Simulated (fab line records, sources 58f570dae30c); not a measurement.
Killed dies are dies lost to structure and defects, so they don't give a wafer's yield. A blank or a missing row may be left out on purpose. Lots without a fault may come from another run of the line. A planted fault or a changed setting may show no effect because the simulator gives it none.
A struck lot beside a sound one | flow berkeley_cmos170 | 28 steps out of a route of 331
Sound: wafers L949.1, L949.3, L949.5. Struck: wafers L939.1, L939.2, L939.3. The cause comes at the end.
At each step with rows: each side's tool, then ch and its chambers, then its first start. Under that, the readings that differ: sound wafers | struck wafers | difference of the means | sigmas: that difference in standard deviations of wafers without a fault.
alike: readings whose means differ by less than 2 such deviations, and words and numbers that are the same on both sides. not compared: withheld readings, readings that some wafer has no value for, bounds like >300 that may hide the same value, and numbers for which the record gives no deviation and whose values overlap.
The two part at a step that has a row with sigmas, a row that says differs or no value, or rows on one side only. Numbers that don't overlap but have no deviation are shown without sigmas and don't part them. A reading that every wafer of one side lacks parts them only if that side has two wafers or more.

UCB170_GATE_CD_MEAS_90: target cd 350 nm.
  sound on cd_sem-02, day 10 03:44; struck on cd_sem-02, day 8 09:36
  alike: cd_nm
then, 7 steps without rows for these wafers: UCB170_GATE_CLEAN_17 (cleans in SPM, time 600 s); UCB170_PLDD_HMDS_00 (prime time 60 s); UCB170_PLDD_COAT_01 (resist thk 900 nm); UCB170_PLDD_SOFTBAKE_02 (time 60 s); UCB170_PLDD_EXPOSE_03 (exposes mask PSELECT, target cd 1200 nm); UCB170_PLDD_PEB_04; UCB170_PLDD_DEVELOP_05 (develop time 45 s).
UCB170_PLDD_CD_MEAS_06: target cd 1200 nm.
  sound on cd_sem-01, day 10 08:43; struck on cd_sem-02, day 8 11:26
  alike: cd_nm
UCB170_PLDD_OVL_MEAS_07:
  sound on overlay-02, day 10 08:50; struck on overlay-02, day 8 11:34
  alike: PLDD_OVL
then, 2 steps without rows for these wafers: UCB170_PLDD_IMPLANT_08; UCB170_PLDD_IMPLANT_09.
UCB170_PLDD_STRIP_10: strips in O2.
  sound on plasma_asher-03 ch 0,1, day 10 09:10; struck on plasma_asher-02 ch 0,1, day 8 11:54
  no value came back on the struck wafers for chamber_pressure_mTorr (mTorr), drypump_motor_current_A (A), oes_product_au (a.u.), strip_time_to_endpoint_s (s); on the sound wafers chamber_pressure_mTorr (mTorr) reads 3503 3502 3501
  reading                               | sound | struck            | difference | sigmas
  model.KrF_of_PLDD_COAT_01.thk_nm (nm) | 0 0 0 | 886.1 886.4 883.8 | +885.4     |
  not compared: rf_hours_counter_h
UCB170_PLDD_TW_MEAS_11:
  sound on film_metro-02, day 10 09:16; struck on film_metro-01, day 8 12:00
  alike: PLDD_TW
then, 7 steps without rows for these wafers: UCB170_PLDD_CLEAN_12 (cleans in SPM, time 600 s); UCB170_NLDD_HMDS_00 (prime time 60 s); UCB170_NLDD_COAT_01 (resist thk 900 nm); UCB170_NLDD_SOFTBAKE_02 (time 60 s); UCB170_NLDD_EXPOSE_03 (exposes mask NSELECT, target cd 1200 nm); UCB170_NLDD_PEB_04; UCB170_NLDD_DEVELOP_05 (develop time 45 s).
UCB170_NLDD_CD_MEAS_06: target cd 1200 nm.
  sound on cd_sem-02, day 10 13:03; struck on cd_sem-01, day 8 14:16
  reading    | sound                | struck               | difference | sigmas
  cd_nm (nm) | 1200.5 1200.7 1201.0 | 1198.1 1196.8 1197.5 | -3.3       | -2
UCB170_NLDD_OVL_MEAS_07:
  sound on overlay-02, day 10 13:10; struck on overlay-02, day 8 14:23
  alike: NLDD_OVL
then, 2 steps without rows for these wafers: UCB170_NLDD_IMPLANT_08; UCB170_NLDD_IMPLANT_09.
UCB170_NLDD_STRIP_10: strips in O2.
  sound on plasma_asher-01 ch 0,1, day 10 13:31; struck on plasma_asher-01 ch 0,1, day 8 14:43
  reading                      | sound             | struck            | difference | sigmas
  strip_time_to_endpoint_s (s) | 21.68 21.66 21.73 | 47.86 47.95 47.80 | +26.18     | +99 or more
  alike: chamber_pressure_mTorr, drypump_motor_current_A, oes_product_au
  not compared: rf_hours_counter_h
UCB170_NLDD_TW_MEAS_11:
  sound on film_metro-03, day 10 13:37; struck on film_metro-01, day 8 14:49
  reading | sound          | struck   | difference | sigmas
  NLDD_TW | 2237 2239 2243 | 30 30 30 | -2210      | -99 or more
then, 1 step without rows for these wafers: UCB170_NLDD_CLEAN_12 (cleans in SPM, time 600 s).

WHERE THEY PART
First at UCB170_PLDD_STRIP_10; last, within this record, at UCB170_NLDD_TW_MEAS_11.

WHY: what the simulator had put in
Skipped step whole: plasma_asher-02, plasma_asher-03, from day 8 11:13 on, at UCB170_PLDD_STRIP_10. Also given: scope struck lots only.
